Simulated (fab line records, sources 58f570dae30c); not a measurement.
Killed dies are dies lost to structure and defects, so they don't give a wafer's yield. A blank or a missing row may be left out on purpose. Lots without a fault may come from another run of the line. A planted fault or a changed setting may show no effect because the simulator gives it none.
Which tool did it? | flow berkeley_cmos170 | 15 lots, 45 wafers sampled, at 5 steps of a route of 331

WHAT THE GAUGES READ, wafer by wafer
UCB170_NVT_TW_MEAS_09. Usual: NVT_TW 518.6, standard deviation 2.5.
lot  | measured     | on            | NVT_TW            | flag
L340 | day 6 01:46  | film_metro-04 | 517.9 516.8 518.7 |
L341 | day 6 19:55  | film_metro-02 | 518.3 514.3 513.2 |
L345 | day 7 20:31  | film_metro-02 | 514.2 516.1 517.6 |
L348 | day 8 01:27  | film_metro-04 | 516.9 519.1 520.0 |
L346 | day 8 01:13  | film_metro-01 | 519.8 520.2 520.6 |
L347 | day 8 01:19  | film_metro-02 | 519.2 517.7 518.0 |
L349 | day 8 10:38  | film_metro-01 | 520.1 519.2 523.1 |
L352 | day 8 20:33  | film_metro-04 | 519.6 515.9 517.2 |
L351 | day 8 20:17  | film_metro-01 | 518.7 522.5 521.0 |
L353 | day 9 10:19  | film_metro-02 | 518.9 516.0 519.4 |
L355 | day 10 00:11 | film_metro-02 | 516.7 518.8 515.3 |
L356 | day 10 00:34 | film_metro-01 | 533.1 537.3 538.4 | OFF
L359 | day 10 15:37 | film_metro-02 | 533.9 536.6 531.6 | OFF
L361 | day 10 15:05 | film_metro-02 | 535.2 534.0 534.5 | OFF
L363 | day 11 04:14 | film_metro-01 | 519.0 518.7 519.6 |

UCB170_CONTACT_CD_MEAS_15: target cd 700 nm. Usual: cd_nm 700.0 nm, standard deviation 1.4.
lot  | measured     | on        | cd_nm (nm)        | flag
L340 | day 7 15:54  | cd_sem-02 | 702.1 701.0 702.5 |
L341 | day 8 21:34  | cd_sem-01 | 698.7 699.0 699.3 |
L345 | day 9 14:56  | cd_sem-01 | 699.2 699.7 700.8 |
L348 | day 9 19:47  | cd_sem-02 | 699.6 700.0 698.9 |
L346 | day 9 17:52  | cd_sem-02 | 700.8 701.0 700.3 |
L347 | day 9 17:54  | cd_sem-01 | 700.5 700.1 700.6 |
L349 | day 10 02:24 | cd_sem-02 | 701.2 702.2 702.2 |
L352 | day 10 12:35 | cd_sem-02 | 702.1 702.8 701.5 |
L351 | day 10 12:19 | cd_sem-02 | 699.5 700.9 700.2 |
L353 | day 11 09:34 | cd_sem-01 | 700.2 700.8 699.8 |
L355 | day 11 18:53 | cd_sem-01 | 696.9 700.0 700.3 |
L356 | day 11 19:28 | cd_sem-01 | 700.5 700.2 699.8 |
L359 | day 12 13:39 | cd_sem-01 | 700.1 699.6 698.9 |
L361 | day 12 08:10 | cd_sem-02 | 702.2 702.9 703.4 |
L363 | day 13 02:57 | cd_sem-01 | 697.9 696.8 697.4 |

UCB170_M2_RS_MEAS_02: measures by four-point-probe. Usual: M2_AL_RS 0.0320 ohm/sq, standard deviation 0.00049.
lot  | measured     | on            | M2_AL_RS (ohm/sq)    | flag
L340 | day 8 05:25  | film_metro-01 | 0.0330 0.0319 0.0321 |
L341 | day 9 05:51  | film_metro-03 | 0.0330 0.0322 0.0331 |
L345 | day 9 22:29  | film_metro-01 | 0.0326 0.0324 0.0319 |
L348 | day 10 04:31 | film_metro-01 | 0.0320 0.0320 0.0317 |
L346 | day 10 04:38 | film_metro-03 | 0.0316 0.0315 0.0316 |
L347 | day 10 04:21 | film_metro-04 | 0.0315 0.0311 0.0314 |
L349 | day 10 10:24 | film_metro-04 | 0.0310 0.0315 0.0324 |
L352 | day 10 21:12 | film_metro-01 | 0.0319 0.0318 0.0318 |
L351 | day 11 00:30 | film_metro-01 | 0.0322 0.0314 0.0320 |
L353 | day 11 19:17 | film_metro-04 | 0.0317 0.0328 0.0315 |
L355 | day 12 04:42 | film_metro-03 | 0.0321 0.0323 0.0321 |
L356 | day 12 05:17 | film_metro-03 | 0.0325 0.0316 0.0317 |
L359 | day 12 20:00 | film_metro-04 | 0.0325 0.0315 0.0312 |
L361 | day 12 15:56 | film_metro-04 | 0.0317 0.0316 0.0316 |
L363 | day 13 09:16 | film_metro-03 | 0.0316 0.0329 0.0316 |

WHICH TOOL RAN EACH LOT (tool, then ch and the chambers of the sampled wafers, then the start)
lot  | UCB170_PWELL_STRIP_16               | UCB170_NVT_IMPLANT_07
L340 | plasma_asher-02 ch 0,1, day 3 08:43 | implanter-04 ch 0, day 6 01:31
L341 | plasma_asher-02 ch 0,1, day 3 20:13 | implanter-03 ch 0, day 6 19:40
L345 | plasma_asher-04 ch 0,1, day 4 13:56 | implanter-02 ch 0, day 7 20:17
L348 | plasma_asher-01 ch 0,1, day 4 22:27 | implanter-04 ch 0, day 8 01:15
L346 | plasma_asher-04 ch 0,1, day 4 22:42 | implanter-04 ch 0, day 8 00:59
L347 | plasma_asher-02 ch 0,1, day 4 22:45 | implanter-02 ch 0, day 8 01:05
L349 | plasma_asher-04 ch 0,1, day 5 09:22 | implanter-02 ch 0, day 8 10:23
L352 | plasma_asher-01 ch 0, day 5 18:32   | implanter-03 ch 0, day 8 20:19
L351 | plasma_asher-04 ch 0,1, day 5 18:49 | implanter-02 ch 0, day 8 20:02
L353 | plasma_asher-04 ch 0,1, day 6 06:50 | implanter-02 ch 0, day 9 10:04
L355 | plasma_asher-02 ch 0,1, day 6 13:42 | implanter-04 ch 0, day 9 23:56
L356 | plasma_asher-01 ch 0,1, day 6 19:39 | implanter-02 ch 0, day 10 00:21
L359 | plasma_asher-02 ch 0,1, day 7 13:52 | implanter-02 ch 0, day 10 15:22
L361 | plasma_asher-02 ch 0,1, day 7 14:22 | implanter-02 ch 0, day 10 14:52
L363 | plasma_asher-01 ch 0,1, day 8 06:00 | implanter-03 ch 0, day 11 03:59
- UCB170_PWELL_STRIP_16: strips in O2.
- UCB170_NVT_IMPLANT_07

WHAT THE TOOLS THEMSELVES READ (means of the sampled wafers that have a number; where no wafer has one, the mark that the record gives instead)
UCB170_PWELL_STRIP_16. Usual: drypump_motor_current_A 5.58 A, standard deviation 0.23; oes_product_au 0.721 a.u., standard deviation 0.0048; strip_time_to_endpoint_s 18.10 s, standard deviation 0.081.
lot  | tool            | drypump_motor_current_A (A) | oes_product_au (a.u.) | strip_time_to_endpoint_s (s) | flag
L340 | plasma_asher-02 | 5.29                        | 0.722                 | 18.20                        |
L341 | plasma_asher-02 | 5.48                        | 0.721                 | 18.11                        |
L345 | plasma_asher-04 | 5.75                        | 0.719                 | 18.06                        |
L348 | plasma_asher-01 | 5.65                        | 0.719                 | 18.14                        |
L346 | plasma_asher-04 | 5.76                        | 0.721                 | 18.06                        |
L347 | plasma_asher-02 | 5.46                        | 0.726                 | 18.08                        |
L349 | plasma_asher-04 | 5.75                        | 0.721                 | 18.11                        |
L352 | plasma_asher-01 | 5.69                        | 0.721                 | 18.07                        |
L351 | plasma_asher-04 | 5.74                        | 0.717                 | 18.20                        |
L353 | plasma_asher-04 | 5.73                        | 0.721                 | 18.10                        |
L355 | plasma_asher-02 | 5.29                        | 0.720                 | 18.06                        |
L356 | plasma_asher-01 | 5.67                        | 0.720                 | 18.02                        |
L359 | plasma_asher-02 | 5.46                        | 0.720                 | 18.10                        |
L361 | plasma_asher-02 | 5.46                        | 0.726                 | 17.95                        |
L363 | plasma_asher-01 | 5.65                        | 0.719                 | 18.02                        |

UCB170_NVT_IMPLANT_07. Usual: dose_ions_cm2 3.0005e+12, standard deviation 2.8e+09; faraday_current_uA 9.49, standard deviation 0.19.
lot  | tool         | dose_ions_cm2 | faraday_current_uA | flag
L340 | implanter-04 | 2.9977e+12    | 9.52               |
L341 | implanter-03 | 2.9979e+12    | 9.73               |
L345 | implanter-02 | 3.0035e+12    | 9.35               |
L348 | implanter-04 | 3.0017e+12    | 9.62               |
L346 | implanter-04 | 2.9997e+12    | 9.47               |
L347 | implanter-02 | 3.0018e+12    | 9.60               |
L349 | implanter-02 | 3.0010e+12    | 9.41               |
L352 | implanter-03 | 2.9994e+12    | 9.45               |
L351 | implanter-02 | 3.0017e+12    | 9.55               |
L353 | implanter-02 | 3.0006e+12    | 9.43               |
L355 | implanter-04 | 2.9972e+12    | 9.47               |
L356 | implanter-02 | 3.3012e+12    | 10.40              | OFF
L359 | implanter-02 | 3.3019e+12    | 10.44              | OFF
L361 | implanter-02 | 3.3045e+12    | 10.45              | OFF
L363 | implanter-03 | 2.9975e+12    | 9.17               |

THE ANSWER, worked out from the rows above alone
Rule: a lot is off if the mean of its wafers that have a number lies more than 3 standard deviations from the usual mean. A lot without any number at a reading at which 4 lots or more have one is off too. The other lots that the step has rows for count as sound. The gauges are gone through in route order, then the tools' own readings, and for those a lot's mean is taken as printed above. The first step at which some lot is off is used, and at that step the reading that is off furthest; a lot without a number counts as furthest.
Off: L356, L359, L361, at UCB170_NVT_TW_MEAS_09 (NVT_TW).
A tool fits if, at a process step before that reading, it ran every lot that is off, and no sound lot after the first of them. The gauges at UCB170_NVT_TW_MEAS_09 aren't tried: what is off there is off at UCB170_NVT_IMPLANT_07 too, on other tools, and a gauge's error can't cause that. One fits: implanter-02 at UCB170_NVT_IMPLANT_07. Its last sound lot is L353 (day 9 10:04), its first lot that is off L356 (day 10 00:21): a fault that began between those two fits.
The tool's own readings at UCB170_NVT_IMPLANT_07 bear it out: on the lots that are off they differ by more than 5 times the standard deviation of the sound lots' means. dose_ions_cm2 reads 3.3025e+12 there against 3.0000e+12 on the sound lots; faraday_current_uA reads 10.43 there against 9.48 on the sound lots.

WHAT THE SIMULATOR HAD PUT IN
Process parameter drift: implanter-02, from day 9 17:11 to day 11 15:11, at UCB170_NVT_IMPLANT_07. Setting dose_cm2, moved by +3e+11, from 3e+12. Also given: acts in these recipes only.
Lots struck among those shown: L356, L361, L359. The rule above found the same.
